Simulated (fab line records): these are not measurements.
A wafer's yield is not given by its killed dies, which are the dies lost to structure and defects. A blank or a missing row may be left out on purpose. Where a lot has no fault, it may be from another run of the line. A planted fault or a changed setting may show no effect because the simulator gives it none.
Commonality check across tools    flow rit cmos    Lots sampled 14, wafers sampled 42

## WHY IT WAS OPENED
At RIT_REOX_THK_MEAS_04 the reading REOX_OXIDE_THK is flagged on 2 of 14 lots. Fault-free wafers read 25.1 nm, with a standard deviation of 0.4.
Rule: a lot gets a flag if all its wafers with a number sit over 4 standard deviations from that mean, or if no wafer of it has a number. The rest of the lots are taken to be sound.

lot   measured     on             REOX_OXIDE_THK (nm), wafer by wafer  flag
L983  day 2 23:24  film metro-01  24.5 24.3 24.6                       
L984  day 3 02:41  film metro-02  24.2 24.5 24.6                       
L985  day 3 07:07  film metro-01  24.8 24.7 25.1                       
L986  day 3 12:36  film metro-01  24.9 25.0 24.8                       
L987  day 3 18:00  film metro-03  25.2 25.3 25.0                       
L991  day 4 13:34  film metro-02  24.8 25.0 24.7                       
L992  day 4 18:20  film metro-01  25.5 24.9 25.1                       
L993  day 5 00:08  film metro-01  25.0 25.3 25.3                       
L995  day 5 09:40  film metro-01  25.8 25.9 25.7                       
L998  day 6 00:41  film metro-01  33.0 32.9 32.7                       FLAGGED
L999  day 6 06:16  film metro-01  32.1 32.2 32.0                       FLAGGED
L100  day 6 11:45  film metro-03  24.9 24.5 24.4                       
L101  day 6 15:44  film metro-02  25.5 25.0 25.5                       
L105  day 7 10:39  film metro-03  25.3 25.3 24.9                       
The mean of the flagged lots' numbers is 32.5 nm, +7.4 nm from the usual (+18 standard deviations).

## WHICH TOOL RAN EACH LOT
The record holds 2 process steps before the reading, out of a route of 202 steps. Each cell gives the tool, then ch followed by the chambers the sampled wafers passed through, then the start.
lot   flag     RIT_ACTIVE_ETCH_13                 RIT_REOX_OXIDATION_03
L983           rie diel-03 ch 2,3, day 1 22:37    furnace-02 ch 0, day 2 20:50
L984           rie diel-01 ch 0,1,3, day 2 01:37  furnace-04 ch 0, day 3 00:08
L985           rie diel-01 ch 0,2, day 2 05:50    furnace-02 ch 0, day 3 04:34
L986           rie diel-03 ch 1,2, day 2 10:43    furnace-02 ch 0, day 3 10:02
L987           rie diel-02 ch 0,1,3, day 2 15:50  furnace-03 ch 0, day 3 15:27
L991           rie diel-02 ch 1,2,3, day 3 11:50  furnace-03 ch 0, day 4 10:59
L992           rie diel-03 ch 0,2,3, day 3 16:43  furnace-02 ch 0, day 4 15:47
L993           rie diel-03 ch 0,3, day 3 21:43    furnace-03 ch 0, day 4 21:35
L995           rie diel-01 ch 0,1,2, day 4 07:50  furnace-02 ch 0, day 5 07:05
L998  FLAGGED  rie diel-02 ch 0,1, day 4 22:55    furnace-02 ch 0, day 5 22:08
L999  FLAGGED  rie diel-03 ch 0,1,3, day 5 03:43  furnace-02 ch 0, day 6 03:42
L100           rie diel-01 ch 0,1, day 5 08:51    furnace-04 ch 0, day 6 09:11
L101           rie diel-01 ch 0,1,2, day 5 13:43  furnace-03 ch 0, day 6 13:11
L105           rie diel-01 ch 1,2, day 6 09:43    furnace-04 ch 0, day 7 08:06
What these steps do:
- RIT_ACTIVE_ETCH_13: etches Si3N4 in SF6, stops on SiO2, time 210 s, target depth 210 nm.
- RIT_REOX_OXIDATION_03: target thk 25.2 nm, ox time 5580 s.
- RIT_REOX_THK_MEAS_04

## FLAGGED OVER TOTAL, TOOL BY TOOL (the gauges that took the reading come last)
step                   tool           lots run  flagged  share of the flagged lots  sound lots run after its first flagged lot
RIT_ACTIVE_ETCH_13     rie diel-01    6         0        none                       -
RIT_ACTIVE_ETCH_13     rie diel-02    3         1        some                       0
RIT_ACTIVE_ETCH_13     rie diel-03    5         1        some                       0
RIT_REOX_OXIDATION_03  furnace-02     7         2        all                        0
RIT_REOX_OXIDATION_03  furnace-03     4         0        none                       -
RIT_REOX_OXIDATION_03  furnace-04     3         0        none                       -
RIT_REOX_THK_MEAS_04   film metro-01  8         2        all                        0
RIT_REOX_THK_MEAS_04   film metro-02  3         0        none                       -
RIT_REOX_THK_MEAS_04   film metro-03  3         0        none                       -

## WHAT THE TABLE ALLOWS
Table rows that saw every flagged lot: 2, namely furnace-02 at RIT_REOX_OXIDATION_03 and film metro-01 at RIT_REOX_THK_MEAS_04.
- furnace-02 at RIT_REOX_OXIDATION_03: 2 of its 7 lots flagged. It ran its last sound lot, L995, at day 5 07:05 and its first flagged lot, L998, at day 5 22:08: a fault with its onset between the two fits.
- film metro-01 at RIT_REOX_THK_MEAS_04: 2 of its 8 lots flagged. It ran its last sound lot, L995, at day 5 09:40 and its first flagged lot, L998, at day 6 00:41: a fault with its onset between the two fits.
Counting lots can't tell these 2 tools apart, because each fits a fault that began at some hour. More lots, or a look at what each step does to the wafer, might.

## WHAT THE SIMULATOR PUT IN
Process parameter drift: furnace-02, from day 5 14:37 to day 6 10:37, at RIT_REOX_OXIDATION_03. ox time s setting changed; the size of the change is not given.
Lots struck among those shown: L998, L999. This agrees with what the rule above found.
